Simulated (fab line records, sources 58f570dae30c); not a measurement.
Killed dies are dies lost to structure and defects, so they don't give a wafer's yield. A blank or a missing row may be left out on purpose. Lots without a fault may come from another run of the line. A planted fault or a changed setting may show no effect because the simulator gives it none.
Which tool did it? | flow berkeley_cmos170 | 14 lots, 42 wafers sampled, at 4 steps of a route of 331

WHAT THE GAUGES READ, wafer by wafer
UCB170_START_THK_MEAS_03. Usual: START_OXIDE_THK 20.2 nm, standard deviation 0.46.
lot  | measured    | on            | START_OXIDE_THK (nm) | flag
L234 | day 1 16:47 | film_metro-03 | 20.8 20.2 20.8       |
L236 | day 2 00:09 | film_metro-04 | 20.2 20.5 20.5       |
L238 | day 2 08:15 | film_metro-04 | 20.9 20.7 20.7       |
L242 | day 3 08:05 | film_metro-04 | 19.8 20.2 20.2       |
L243 | day 3 11:47 | film_metro-03 | 20.4 20.4 20.0       |
L246 | day 4 02:09 | film_metro-04 | 20.3 20.5 20.5       |
L248 | day 4 09:39 | film_metro-04 | 19.8 20.0 19.9       |
L249 | day 4 19:43 | film_metro-01 | 20.7 20.9 21.0       |
L250 | day 4 19:46 | film_metro-01 | 20.9 21.1 20.9       |
L251 | day 5 10:22 | film_metro-04 | 19.4 19.7 19.7       |
L252 | day 5 10:22 | film_metro-01 | 19.6 19.4 19.3       |
L254 | day 5 16:53 | film_metro-04 | 19.3 18.9 19.3       |
L255 | day 5 23:28 | film_metro-03 | 20.0 20.2 19.8       |
L257 | day 6 11:23 | film_metro-04 | 20.3 20.4 20.5       |

UCB170_PFIELD_OVL_MEAS_06. Usual: PFIELD_OVL -2 nm, standard deviation 6.3.
lot  | measured    | on         | PFIELD_OVL (nm) | flag
L234 | day 6 01:13 | overlay-01 | -3 -3 0         |
L236 | day 5 20:31 | overlay-01 | -8 1 5          |
L238 | day 6 00:22 | overlay-02 | 6 2 6           |
L242 | day 6 19:07 | overlay-01 | -11 -2 -10      |
L248 | day 8 05:34 | overlay-02 | -4 -7 -6        |
L249 | day 8 13:16 | overlay-02 | -5 1 -1         |
L250 | day 8 13:13 | overlay-01 | -6 -7 -5        |
L251 | day 8 12:29 | overlay-02 | 4 -8 -5         |
L252 | day 8 12:32 | overlay-01 | 0 1 -3          |
L254 | day 8 16:59 | overlay-01 | -4 -6 -6        |
L255 | day 9 12:32 | overlay-01 | -6 0 2          |
L257 | day 9 12:43 | overlay-02 | -5 -3 0         |

WHICH TOOL RAN EACH LOT (tool, then ch and the chambers of the sampled wafers, then the start)
lot  | UCB170_ZERO_ETCH_06               | UCB170_WELLDRIVE_WET_ETCH_04
L234 | rie_diel-04 ch 0,2,3, day 2 00:17 | wet_bench-02 ch 0, day 5 06:49
L236 | rie_diel-02 ch 0,2,3, day 2 06:10 | wet_bench-03 ch 0, day 4 20:57
L238 | rie_diel-04 ch 0,3, day 2 17:48   | wet_bench-02 ch 0, day 5 06:49
L242 | rie_diel-03 ch 1,2,3, day 3 13:50 | wet_bench-01 ch 2, day 6 01:05
L243 | rie_diel-02 ch 1,2,3, day 3 19:01 | wet_bench-01 ch 3, day 6 10:15
L246 | rie_diel-02 ch 2,3, day 4 06:50   | wet_bench-01 ch 2, day 6 10:15
L248 | rie_diel-03 ch 0,1,3, day 4 15:48 | wet_bench-01 ch 3, day 7 10:14
L249 | rie_diel-04 ch 0,2,3, day 5 08:42 | wet_bench-01 ch 1, day 7 17:32
L250 | rie_diel-03 ch 1,2, day 5 08:55   | wet_bench-01 ch 1, day 7 17:32
L251 | rie_diel-04 ch 0,2,3, day 5 18:34 | wet_bench-01 ch 0, day 7 17:32
L252 | rie_diel-02 ch 0,1,2, day 5 18:17 | wet_bench-01 ch 1, day 7 17:32
L254 | rie_diel-02 ch 2,3, day 5 21:01   | wet_bench-01 ch 0, day 7 22:13
L255 | rie_diel-03 ch 1,3, day 6 05:47   | wet_bench-01 ch 0, day 8 14:34
L257 | rie_diel-02 ch 0,1, day 6 17:19   | wet_bench-01 ch 3, day 8 14:34
- UCB170_ZERO_ETCH_06: etches SiO2 in CHF3/CF4/Ar, time 12 s.
- UCB170_WELLDRIVE_WET_ETCH_04: etches SiO2 in BOE, time 120 s.

WHAT THE TOOLS THEMSELVES READ (means of the sampled wafers that have a number; where no wafer has one, the mark that the record gives instead)
UCB170_ZERO_ETCH_06. Usual: CHF3_flow_sccm 49.99 sccm, standard deviation 0.17; cf4_flow_sccm 10.00 sccm, standard deviation 0.031; drypump_motor_current_A 5.8 A, standard deviation 0.46; oes_product_au 0.619 a.u., standard deviation 0.011; throttle_valve_pct 9.23 %, standard deviation 0.13.
lot  | tool        | CHF3_flow_sccm (sccm) | cf4_flow_sccm (sccm) | drypump_motor_current_A (A) | oes_product_au (a.u.) | throttle_valve_pct (%) | flag
L234 | rie_diel-04 | 50.03                 | 10.01                | 5.6                         | 0.612                 | 9.24                   |
L236 | rie_diel-02 | 50.20                 | 9.99                 | 5.6                         | 0.625                 | 9.22                   |
L238 | rie_diel-04 | 50.02                 | 9.99                 | 5.2                         | 0.624                 | 9.19                   |
L242 | rie_diel-03 | 50.12                 | 10.00                | 6.0                         | 0.619                 | 9.26                   |
L243 | rie_diel-02 | 50.08                 | 10.00                | 5.8                         | 0.621                 | 9.19                   |
L246 | rie_diel-02 | 50.01                 | 9.98                 | 5.4                         | 0.621                 | 9.15                   |
L248 | rie_diel-03 | 50.01                 | 10.00                | 6.1                         | 0.623                 | 9.20                   |
L249 | rie_diel-04 | 49.98                 | 9.96                 | 5.6                         | 0.615                 | 9.24                   |
L250 | rie_diel-03 | 50.01                 | 10.01                | 6.2                         | 0.614                 | 9.21                   |
L251 | rie_diel-04 | 50.04                 | 10.02                | 5.6                         | 0.613                 | 9.24                   |
L252 | rie_diel-02 | 49.93                 | 9.98                 | 5.9                         | 0.616                 | 9.16                   |
L254 | rie_diel-02 | 50.20                 | 9.99                 | 5.6                         | 0.635                 | 9.23                   |
L255 | rie_diel-03 | 49.99                 | 9.97                 | 6.1                         | 0.621                 | 9.17                   |
L257 | rie_diel-02 | 49.92                 | 10.00                | 6.3                         | 0.615                 | 9.20                   |

UCB170_WELLDRIVE_WET_ETCH_04. Usual: bath_heat_duty_pct 6.3 %, standard deviation 0.7; run_length_s 149 s, standard deviation 4.6.
lot  | tool         | bath_heat_duty_pct (%) | run_length_s (s) | flag
L234 | wet_bench-02 | 5.7                    | 156              |
L236 | wet_bench-03 | 6.5                    | 148              |
L238 | wet_bench-02 | 6.1                    | 156              |
L242 | wet_bench-01 | 6.7                    | 146              |
L243 | wet_bench-01 | -                      | -                | OFF
L246 | wet_bench-01 | -                      | -                | OFF
L248 | wet_bench-01 | 6.7                    | 146              |
L249 | wet_bench-01 | 6.8                    | 153              |
L250 | wet_bench-01 | 6.0                    | 154              |
L251 | wet_bench-01 | 5.6                    | 154              |
L252 | wet_bench-01 | 6.1                    | 155              |
L254 | wet_bench-01 | 5.3                    | 147              |
L255 | wet_bench-01 | 5.6                    | 147              |
L257 | wet_bench-01 | 7.0                    | 145              |

THE ANSWER, worked out from the rows above alone
Rule: a lot is off if the mean of its wafers that have a number lies more than 3 standard deviations from the usual mean. A lot without any number at a reading at which 4 lots or more have one is off too. The other lots that the step has rows for count as sound. The gauges are gone through in route order, then the tools' own readings, and for those a lot's mean is taken as printed above. The first step at which some lot is off is used, and at that step the reading that is off furthest; a lot without a number counts as furthest.
Off: L243, L246, at UCB170_WELLDRIVE_WET_ETCH_04 (bath_heat_duty_pct). Without a number there: L243, L246.
A tool fits if, at that step or a process step before it, it ran every lot that is off, and no sound lot after the first of them. None of those tried fits.

WHAT THE SIMULATOR HAD PUT IN
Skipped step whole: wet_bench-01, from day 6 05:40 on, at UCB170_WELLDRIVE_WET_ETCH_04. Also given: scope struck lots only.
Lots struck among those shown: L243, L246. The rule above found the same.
